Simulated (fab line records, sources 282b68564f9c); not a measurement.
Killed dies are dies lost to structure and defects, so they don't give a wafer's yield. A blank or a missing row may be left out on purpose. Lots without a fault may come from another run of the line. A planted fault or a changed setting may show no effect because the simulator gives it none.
A struck lot beside a sound one | flow rit_cmos | 21 steps out of a route of 202
Sound: wafers L414.1, L414.3, L414.6. Struck: wafers L420.1, L420.3, L420.4. The cause comes at the end.
At each step with rows: each side's tool, then ch and its chambers, then its first start. Under that, the readings that differ: sound wafers | struck wafers | difference of the means | sigmas: that difference in standard deviations of wafers without a fault.
alike: readings whose means differ by less than 2 such deviations, and words and numbers that are the same on both sides. not compared: withheld readings, readings that some wafer has no value for, bounds like >300 that may hide the same value, and numbers for which the record gives no deviation and whose values overlap.
The two part at a step that has a row with sigmas, a row that says differs or no value, or rows on one side only. Numbers that don't overlap but have no deviation are shown without sigmas and don't part them. A reading that every wafer of one side lacks parts them only if that side has two wafers or more.

first, 1 step without rows for these wafers: RIT_SILICIDE_WET_ETCH_00 (etches SiO2 in BOE, target depth 14 nm, time 15 s).
RIT_SILICIDE_SPUTTER_01: material Ti, target thk 30 nm, time 248.2 s.
  sound on pvd_sputter-03, day 3 02:37; struck on pvd_sputter-04, day 4 16:37
  alike: throttle_valve_pct
RIT_SILICIDE_RS_MEAS_02: measures by four-point-probe.
  sound on film_metro-01, day 3 02:46; struck on film_metro-03, day 4 16:46
  alike: SILICIDE_TI_RS
RIT_SILICIDE_THK_MEAS_03: measures by xrf.
  sound on film_metro-01, day 3 02:53; struck on film_metro-03, day 4 16:53
  alike: SILICIDE_TI_THK
RIT_SILICIDE_RTA_04: time 10 s, ramp up 5 s, ramp down 5 s.
  sound on rtp_anneal-02 ch 0, day 3 02:57; struck on rtp_anneal-02 ch 0, day 4 16:56
  alike: wafer_temp_C_max
then, 1 step without rows for these wafers: RIT_SILICIDE_WET_ETCH_05 (etches Ti in SPM, time 120 s).
RIT_SILICIDE_RTA_06: time 10 s, ramp up 5 s, ramp down 10 s.
  sound on rtp_anneal-01 ch 0, day 3 03:04; struck on rtp_anneal-01 ch 0, day 4 17:03
  alike: wafer_temp_C_max
RIT_CONTACT_CVD_00: deposits SiO2 from TEOS, target thk 400 nm, time 61 s.
  sound on pecvd-02 ch 0,2, day 3 03:07; struck on pecvd-02 ch 1,2, day 4 17:11
  alike: heater_power_w, susceptor_temp_C
RIT_CONTACT_THK_MEAS_01:
  sound on film_metro-04, day 3 03:11; struck on film_metro-04, day 4 17:14
  alike: CONTACT_TEOS_THK
then, 3 steps without rows for these wafers: RIT_CONTACT_HMDS_02 (prime time 60 s); RIT_CONTACT_COAT_03 (resist thk 1000 nm); RIT_CONTACT_SOFTBAKE_04 (time 60 s).
RIT_CONTACT_EXPOSE_05: exposes mask M11, target cd 1000 nm.
  sound on iline_stepper-02 ch 0, day 3 03:41; struck on iline_stepper-01 ch 0, day 4 17:44
  reading | sound             | struck                     | difference | sigmas
  mask    | M11#0 M11#0 M11#0 | M11_R1#0 M11_R1#0 M11_R1#0 | differs    |
then, 1 step without rows for these wafers: RIT_CONTACT_PEB_06.
RIT_CONTACT_DEVELOP_07: develop time 114.2 s.
  sound on litho_track-04 ch 0; struck on litho_track-03 ch 0
  reading                  | sound          | struck         | difference | sigmas
  model.CONTACT.cd_nm (nm) | 1001 1002 1001 | 1154 1151 1155 | +152       |
RIT_CONTACT_CD_MEAS_08: target cd 1000 nm.
  sound on cd_sem-01, day 3 04:12; struck on cd_sem-01, day 4 18:16
  reading    | sound                | struck               | difference | sigmas
  cd_nm (nm) | 1000.8 1002.0 1000.8 | 1153.8 1151.7 1154.7 | +152.2     | +69
RIT_CONTACT_OVL_MEAS_09:
  sound on overlay-01, day 3 04:19; struck on overlay-02, day 4 18:23
  alike: CONTACT_OVL
then, 1 step without rows for these wafers: RIT_CONTACT_HARDBAKE_10 (time 60 s).
RIT_CONTACT_ETCH_11: etches SiO2 in CHF3/CF4/Ar, stops on TiSi2, target depth 480 nm, time 320 s.
  sound on rie_diel-04 ch 0,2,3, day 3 04:31; struck on rie_diel-04 ch 1,2,3, day 4 18:34
  reading                  | sound          | struck         | difference | sigmas
  model.CONTACT.cd_nm (nm) | 1001 1002 1001 | 1153 1151 1155 | +152       |
  alike: cf4_flow_sccm, drypump_motor_current_A, oes_product_au, throttle_valve_pct
  not compared: rf_hours_counter_h
RIT_CONTACT_STRIP_12: strips in O2, time 180 s.
  sound on plasma_asher-03 ch 0, day 3 04:42; struck on plasma_asher-04 ch 0,1, day 4 18:46
  alike: drypump_motor_current_A
  not compared: rf_hours_counter_h
RIT_M1_PROBE_99:
  sound on prober-02, day 3 09:40; struck on prober-02, day 4 23:32
  reading                                    | sound             | struck            | difference | sigmas
  killed_at_contacts                         | 0 0 0             | 47 45 46          | +46        | +99 or more
  killed_dies                                | 9 2 2             | 53 51 51          | +47        | +15
  killed_on_rim                              | 2 0 1             | 16 17 15          | +15        | +11
  model.etest.contact_to_gate.bv_right_v (V) | 91.19 88.87 91.96 | 50.88 53.04 53.42 | -38.23     |
  model.etest.contact_to_gate.bv_left_v (V)  | 92 89.48 87.04    | 51.43 54.23 50.52 | -37.45     |
  model.etest.contact_pplus.rc_ohm           | 1.347 1.314 1.336 | 1.264 1.31 1.309  | -0.038     |
  model.etest.contact_ppoly.rc_ohm           | 1.327 1.357 1.362 | 1.277 1.287 1.313 | -0.056     |
  alike: killed_at_M0_to_M3, killed_at_front_end, killed_open, killed_short
  not compared: model.etest.contact_npoly.rc_ohm, model.etest.contact_nplus.rc_ohm

WHERE THEY PART
First at RIT_CONTACT_EXPOSE_05; last, within this record, at RIT_M1_PROBE_99.

WHY: what the simulator had put in
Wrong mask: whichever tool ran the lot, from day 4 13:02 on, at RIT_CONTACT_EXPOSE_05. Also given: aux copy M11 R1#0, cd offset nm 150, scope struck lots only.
